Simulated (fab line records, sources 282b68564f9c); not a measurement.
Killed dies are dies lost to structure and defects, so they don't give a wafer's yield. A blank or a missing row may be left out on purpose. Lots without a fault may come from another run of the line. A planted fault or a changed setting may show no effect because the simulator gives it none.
A struck lot beside a sound one | flow rit_cmos | 15 steps out of a route of 202
Sound: wafers L146.3, L146.4, L146.6. Struck: wafers L156.2, L156.3, L156.6. The cause comes at the end.
At each step with rows: each side's tool, then ch and its chambers, then its first start. Under that, the readings that differ: sound wafers | struck wafers | difference of the means | sigmas: that difference in standard deviations of wafers without a fault.
alike: readings whose means differ by less than 2 such deviations, and words and numbers that are the same on both sides. not compared: withheld readings, readings that some wafer has no value for, bounds like >300 that may hide the same value, and numbers for which the record gives no deviation and whose values overlap.
The two part at a step that has a row with sigmas, a row that says differs or no value, or rows on one side only. Numbers that don't overlap but have no deviation are shown without sigmas and don't part them. A reading that every wafer of one side lacks parts them only if that side has two wafers or more.

RIT_GATE_OVL_MEAS_17:
  sound on overlay-01, day 4 03:42; struck on overlay-02, day 6 06:19
  alike: GATE_OVL
then, 1 step without rows for these wafers: RIT_GATE_HARDBAKE_18 (time 60 s).
RIT_GATE_ETCH_19: etches poly-Si in SF6/CHF3/O2, stops on SiO2, time 165 s, target depth 312.5 nm.
  sound on rie_si-01 ch 0,1,3, day 4 03:52; struck on rie_si-01 ch 1,2, day 6 06:29
  alike: O2_flow_sccm, drypump_motor_current_A, oes_product_au, throttle_valve_pct
  not compared: rf_hours_counter_h
RIT_GATE_STRIP_20: strips in O2, time 180 s.
  sound on plasma_asher-02 ch 0,1, day 4 04:02; struck on plasma_asher-02 ch 0,1, day 6 06:36
  alike: drypump_motor_current_A
  not compared: rf_hours_counter_h
RIT_GATE_CD_MEAS_90: target cd 150 nm.
  sound on cd_sem-01, day 4 04:12; struck on cd_sem-02, day 6 06:48
  alike: cd_nm
then, 4 steps without rows for these wafers: RIT_REOX_CLEAN_00 (cleans in SC1, time 600 s); RIT_REOX_CLEAN_01 (cleans in dHF, time 30 s); RIT_REOX_CLEAN_02 (cleans in SC2, time 600 s); RIT_REOX_OXIDATION_03 (target thk 25.2 nm, ox time 5310 s).
RIT_REOX_THK_MEAS_04:
  sound on film_metro-04, day 4 07:30; struck on film_metro-03, day 6 09:51
  alike: REOX_OXIDE_THK
then, 2 steps without rows for these wafers: RIT_NLDD_HMDS_00 (prime time 60 s); RIT_NLDD_COAT_01 (resist thk 1000 nm).
RIT_NLDD_SOFTBAKE_02: time 60 s.
  sound on litho_track-01 ch 0, day 4 07:55; struck on litho_track-02 ch 0, day 6 10:14
  reading                  | sound             | struck            | difference | sigmas
  heater_power_total_W (W) | 34.56 34.62 34.57 | 34.24 34.32 34.26 | -0.31      | -6
  plate_temp_C (C)         | 90.05 90.08 90.04 | 89.43 89.40 89.45 | -0.63      | -5
then, 1 step without rows for these wafers: RIT_NLDD_EXPOSE_03 (exposes mask M7, target cd 40700 nm).
RIT_M1_PROBE_99:
  sound on prober-02, day 5 01:02; struck on prober-01, day 7 03:10
  alike: killed_at_contacts, killed_at_front_end, killed_dies, killed_open, killed_short

WHERE THEY PART
Only at RIT_NLDD_SOFTBAKE_02, within this record. Later steps at which nothing parts them and some readings are alike: RIT_M1_PROBE_99.

WHY: what the simulator had put in
Process parameter drift: litho_track-02, from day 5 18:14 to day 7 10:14, at RIT_NLDD_SOFTBAKE_02. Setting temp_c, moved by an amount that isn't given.
